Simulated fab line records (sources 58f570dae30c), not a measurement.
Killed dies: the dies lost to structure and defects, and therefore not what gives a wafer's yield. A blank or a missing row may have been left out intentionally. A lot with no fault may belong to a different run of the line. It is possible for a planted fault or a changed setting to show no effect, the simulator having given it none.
fab line records | flow berkeleyCmos170
record lots=14 wafers=42 lastDay=13
route steps=331 shown GATE@130 PSD@184 NSD@193 V1@255
lots untouched by any fault: they come from a run of this same line in which no faults occurred
startH: the number of hours between the record's first day and the start of the first shown wafer of the lot | waitH: time in hours since the lot's previous step | " identical to the entry in the row above | L1.1+2: a row that stands for several wafers | - no value present, or no start provided | * or withheld: withheld | < > ~ a bound
route shown NAME@n: a module of which the file shows steps, and the number in the route of the first | usual: mean/standard deviation of fault-free wafers | same: alike in all rows | chamber/n: place in a boat | sites: each site's reading | _std_site: the values' standard deviation | _edge_site: inner sites' mean taken away from outer sites' mean | radiusMm: for every site, how far away it sits from the centre of the wafer | mask NAME#n: copy n | behind: tool/chamber where the wafer was last shaped | hold: the reason the lot was held/the length of the hold in hours/how it ended | device: the n, p or np transistor that did not switch | end of line: the tests these same wafers got at the end of their route | where a step has no rows: the recipe by itself | killed: dies that structure and defects cost at the first sort, which is not the same as the wafer's yield | map: shows each die of a wafer: x if killed, . if not, _ if none is there
set.NAME: the setting as run; set.NAME@STEP: as run at that earlier step | model.NAME: the simulator's own value behind a step, which no gauge read
steps of the route over a sample of lots; a table a step, a row a wafer
services: when a tool's chamber went out of use (startH, in hours from the record's first day, below 0 if earlier), for how many hours, and the reason
## steps
# step UCB170_GATE_CVD_04
# recipe material=poly-Si tempC=610 precursor=SiH4 timeS=1440 pressureMtorr=375 targetThkNm=214 sih4FlowSccm=120
# usual spikeTcSourceC=630/4 zonePowerLoadPct=12.0/1.2
# columns lot.wafer tool chamber startH waitH spikeTcSourceC zonePowerLoadPct
L165.2 lpcvd-02 0 131.78 0.0 634 12.6
L165.4 " 0 " " 632 12.9
L165.5 " 0 " " 633 12.6
L167.1 lpcvd-02 1 161.00 0.0 633 12.4
L167.3 " 1 " " 632 12.4
L167.4 " 1 " " 633 12.3
L168.1 lpcvd-02 1 161.00 0.0 632 12.3
L168.2 " 1 " " 632 12.3
L168.3 " 1 " " 634 12.2
L169.1 lpcvd-02 1 161.00 0.0 633 12.1
L169.4 " 1 " " 634 12.2
L169.5 " 1 " " 634 12.3
L171.1 lpcvd-02 1 184.14 0.3 633 12.3
L171.4 " 1 " " 631 12.2
L171.6 " 1 " " 632 12.1
L172.1 lpcvd-02 1 184.14 0.3 633 12.1
L172.2 " 1 " " 634 12.5
L172.3 " 1 " " 631 12.3
L173.2 lpcvd-01 1 190.75 0.0 625 10.6
L173.4 " 1 " " 625 10.5
L173.6 " 1 " " 624 10.7
L181.3 lpcvd-01 0 216.64 0.0 634 13.1
L181.5 " 0 " " 633 13.8
L181.6 " 0 " " 635 13.6
L182.1 lpcvd-01 0 234.60 0.0 634 13.3
L182.4 " 0 " " 634 13.3
L182.5 " 0 " " 634 13.4
L183.1 lpcvd-01 1 234.60 0.0 624 10.4
L183.4 " 1 " " 627 10.6
L183.5 " 1 " " 623 10.6
L184.3 lpcvd-01 0 245.32 0.0 635 13.5
L184.4 " 0 " " 633 13.5
L184.6 " 0 " " 634 13.5
L185.1 lpcvd-01 1 245.32 0.0 627 10.4
L185.3 " 1 " " 625 10.5
L185.6 " 1 " " 625 10.5
L186.3 lpcvd-01 1 245.32 0.0 626 10.5
L186.4 " 1 " " 626 10.7
L186.6 " 1 " " 624 10.7
L188.3 lpcvd-01 0 264.64 0.0 634 13.7
L188.4 " 0 " " 635 13.4
L188.6 " 0 " " 634 13.7
# step UCB170_GATE_THK_MEAS_05
# recipe reads=poly-Si_of_GATE_CVD_04
# usual GATE_POLY_THK=212.6/1.8
# columns lot.wafer tool chamber startH waitH GATE_POLY_THK[nm]
L165.2 filmMetro-04 - 133.25 0.1 216.3
L165.4 " - " " 216.4
L165.5 " - " " 215.5
L167.1 filmMetro-01 - 162.40 0.0 213.3
L167.3 " - " " 213.5
L167.4 " - " " 211.5
L168.1 filmMetro-01 - 162.46 0.1 210.7
L168.2 " - " " 207.9
L168.3 " - " " 209.3
L169.1 filmMetro-04 - 162.46 0.1 212.4
L169.4 " - " " 213.9
L169.5 " - " " 213.1
L171.1 filmMetro-04 - 185.54 0.0 224.5
L171.4 " - " " 224.0
L171.6 " - " " 225.2
L172.1 filmMetro-02 - 185.54 0.0 224.4
L172.2 " - " " 225.2
L172.3 " - " " 223.4
L173.2 filmMetro-04 - 192.16 0.0 213.4
L173.4 " - " " 213.4
L173.6 " - " " 213.6
L181.3 filmMetro-02 - 218.76 0.0 211.4
L181.5 " - " " 211.6
L181.6 " - " " 211.6
L182.1 filmMetro-01 - 236.00 0.0 211.1
L182.4 " - " " 209.2
L182.5 " - " " 211.2
L183.1 filmMetro-04 - 236.00 0.0 210.5
L183.4 " - " " 211.3
L183.5 " - " " 210.9
L185.1 filmMetro-01 - 246.78 0.1 210.9
L185.3 " - " " 210.6
L185.6 " - " " 209.7
L186.3 filmMetro-02 - 246.78 0.1 212.8
L186.4 " - " " 213.2
L186.6 " - " " 213.3
L184.3 filmMetro-04 - 246.83 0.1 215.8
L184.4 " - " " 215.7
L184.6 " - " " 213.9
L188.3 filmMetro-02 - 266.06 0.0 215.0
L188.4 " - " " 212.8
L188.6 " - " " 214.6
# step UCB170_PSD_STRIP_09
# recipe chemistry=O2 powerW=400 pressureMtorr=3500 platenTempC=withheld o2FlowSccm=400 overashFraction=0.5
# usual drypumpMotorCurrentA=5.9/0.61 oesProductAu=0.601/0.0048 stripTimeToEndpointS=29.40/0.072
# columns lot.wafer tool chamber startH waitH drypumpMotorCurrentA oesProductAu rfHoursCounterH stripTimeToEndpointS
L165.2 plasmaAsher-04 0 148.05 0.1 6.3 0.605 30 29.46
L165.4 " 0 " " 6.3 0.603 - 29.45
L165.5 " 1 " " 4.8 0.600 - 29.45
L167.1 plasmaAsher-04 1 177.26 0.1 4.8 0.590 33 29.40
L167.3 " 1 " " 4.8 0.597 - 29.44
L167.4 " 0 " " 6.4 0.603 - 29.42
L168.1 plasmaAsher-01 0 177.40 0.1 6.1 0.604 48 29.40
L168.2 " 1 " " 6.2 0.609 48 29.34
L168.3 " 1 " " 6.2 0.596 - 29.33
L169.1 plasmaAsher-04 0 177.67 0.1 6.3 0.598 33 29.45
L169.4 " 1 " " 4.8 0.604 - 29.34
L169.5 " 1 " " 4.8 0.610 - 29.46
L171.1 plasmaAsher-02 0 198.12 0.1 6.3 0.600 8 29.50
L171.4 " 1 " " 6.3 0.594 - 29.58
L171.6 " 1 " " 6.2 0.601 - 29.54
L172.1 plasmaAsher-04 1 198.55 0.1 4.8 0.600 35 29.48
L172.2 " 0 " " 6.4 0.600 35 29.59
L172.3 " 1 " " 4.8 0.604 - 29.51
L173.2 plasmaAsher-01 1 205.33 0.1 6.3 0.600 51 29.30
L173.4 " 1 " " 6.3 0.601 - 29.27
L173.6 " 0 " " 6.1 0.590 - 29.35
L181.3 plasmaAsher-04 1 234.01 0.1 4.8 0.598 - 29.34
L181.5 " 0 " " 6.3 0.600 - 29.35
L181.6 " 1 " " 4.8 0.593 - 29.39
L182.1 plasmaAsher-02 1 249.18 0.1 6.3 0.593 14 29.42
L182.4 " 0 " " 6.3 0.597 - 29.41
L182.5 " 1 " " 6.3 0.600 - 29.42
L183.1 plasmaAsher-04 1 249.45 0.1 4.8 0.600 41 29.36
L183.4 " 1 " " 4.8 0.595 - 29.37
L183.5 " 0 " " 6.3 0.599 - 29.45
L186.3 plasmaAsher-01 1 261.00 0.1 6.3 0.598 - 29.45
L186.4 " 0 " " 6.1 0.611 - 29.48
L186.6 " 1 " " 6.3 0.600 - 29.43
L185.1 plasmaAsher-04 1 261.06 0.1 4.8 0.598 42 29.40
L185.3 " 1 " " 4.8 0.599 - 29.39
L185.6 " 1 " " 4.8 0.600 - 29.51
L184.3 plasmaAsher-01 0 261.55 0.1 6.1 0.603 - 29.31
L184.4 " 1 " " 6.2 0.600 - 29.36
L184.6 " 1 " " 6.3 0.610 - 29.39
L188.3 plasmaAsher-04 1 281.14 0.1 4.9 0.604 - 29.49
L188.4 " 0 " " 6.4 0.601 - 29.47
L188.6 " 0 " " 6.3 0.599 - 29.44
# step UCB170_NSD_CD_MEAS_06
# recipe targetCdNm=1200
# usual cdNm=1200.1/1.6
# columns lot.wafer tool chamber startH waitH cdNm
L165.2 cdSem-02 - 151.26 - 1202.4
L165.4 " - " " 1202.4
L165.5 " - " " 1201.7
L167.1 cdSem-02 - 178.94 - 1201.3
L167.3 " - " " 1199.9
L167.4 " - " " 1199.9
L168.1 cdSem-02 - 179.39 - 1201.2
L168.2 " - " " 1201.9
L168.3 " - " " 1201.7
L169.1 cdSem-01 - 179.45 - 1201.0
L169.4 " - " " 1201.3
L169.5 " - " " 1201.8
L171.1 cdSem-02 - 199.65 - 1199.5
L171.4 " - " " 1198.2
L171.6 " - " " 1198.9
L172.1 cdSem-02 - 199.88 - 1198.9
L172.2 " - " " 1198.1
L172.3 " - " " 1198.8
L173.2 cdSem-02 - 206.59 - 1199.6
L173.4 " - " " 1198.9
L173.6 " - " " 1199.8
L181.3 cdSem-01 - 236.04 - 1202.1
L181.5 " - " " 1202.1
L181.6 " - " " 1202.0
L182.1 cdSem-01 - 251.58 - 1200.0
L182.4 " - " " 1199.7
L182.5 " - " " 1200.3
L183.1 cdSem-01 - 251.85 - 1199.6
L183.4 " - " " 1200.9
L183.5 " - " " 1200.7
L185.1 cdSem-01 - 263.11 - 1198.1
L185.3 " - " " 1199.9
L185.6 " - " " 1200.4
L186.3 cdSem-02 - 263.15 - 1199.8
L186.4 " - " " 1200.4
L186.6 " - " " 1200.0
L184.3 cdSem-01 - 263.42 - 1199.4
L184.4 " - " " 1200.1
L184.6 " - " " 1197.7
L188.3 cdSem-01 - 282.78 - 1199.4
L188.4 " - " " 1200.7
L188.6 " - " " 1201.1
# step UCB170_V1_THK_MEAS_01
# recipe reads=SiO2_of_V1_CVD_00
# usual V1_TEOS_THK=1988/32
# columns lot.wafer tool chamber startH waitH V1_TEOS_THK[nm]
L165.2 filmMetro-02 - 164.16 0.1 1966
L165.4 " - " " 2015
L165.5 " - " " 2034
L167.1 filmMetro-02 - 189.07 0.1 2018
L167.3 " - " " 1956
L167.4 " - " " 2028
L168.1 filmMetro-03 - 192.76 0.1 1961
L168.2 " - " " 1949
L168.3 " - " " 1977
L169.1 filmMetro-02 - 192.76 0.1 1977
L169.4 " - " " 2034
L169.5 " - " " 2033
L171.1 filmMetro-03 - 211.32 0.1 2006
L171.4 " - " " 2027
L171.6 " - " " 2009
L172.1 filmMetro-02 - 212.65 0.1 1967
L172.2 " - " " 2027
L172.3 " - " " 2016
L173.2 filmMetro-03 - 219.55 0.1 1940
L173.4 " - " " 1948
L173.6 " - " " 1980
L181.3 filmMetro-03 - 246.78 0.1 2025
L181.5 " - " " 2001
L181.6 " - " " 2036
L183.1 filmMetro-01 - 263.52 0.1 1957
L183.4 " - " " 1967
L183.5 " - " " 1975
L182.1 filmMetro-03 - 264.85 0.1 1982
L182.4 " - " " 1998
L182.5 " - " " 2032
L184.3 filmMetro-01 - 275.70 0.1 2010
L184.4 " - " " 2017
L184.6 " - " " 2019
L186.3 filmMetro-03 - 277.03 0.1 1946
L186.4 " - " " 2034
L186.6 " - " " 1992
L185.1 filmMetro-03 - 277.09 0.2 2017
L185.3 " - " " 2024
L185.6 " - " " 2030
L188.3 filmMetro-03 - 296.15 0.1 1958
L188.4 " - " " 2030
L188.6 " - " " 1986
## services
# columns tool chamber startH hours kind
plasmaAsher-02 - 108.75 9.0 pm
plasmaAsher-02 0 108.75 9.0 ventCycle
plasmaAsher-02 1 108.75 9.0 ventCycle
plasmaAsher-02 0 117.75 - clean
plasmaAsher-02 1 117.75 - clean
plasmaAsher-01 - 239.62 2.4 repair
plasmaAsher-02 - 258.69 19.1 repair
lpcvd-01 - 270.27 2.8 pm
## key
firstSign step=UCB170_GATE_THK_MEAS_05 reading=GATE_POLY_THK direction=up sigmas=6.7 usual=212.6 struck=224.5
effect none on later readings
metAt UCB170_GATE_CVD_04
struckLots L171,L172
testerLeftOut L171,L172
notActingAt UCB170_PSD_STRIP_09,UCB170_NSD_CD_MEAS_06,UCB170_V1_THK_MEAS_01
onsetBetween 161.00 184.14
fault kind=processParameterDrift tool=lpcvd-02 chamber=- onsetH=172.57 steps=UCB170_GATE_CVD_04 channel=timeS offset=* shape=step endH=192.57 actsIn=* stated=*
# testerLeftOut: of these lots the tester's yield and bins aren't shown, on N5 and GAA mostly nor the transistor test; their killed dies are dies lost to structure and defects alone, not to doping, threshold or leakage, so they don't give the yield
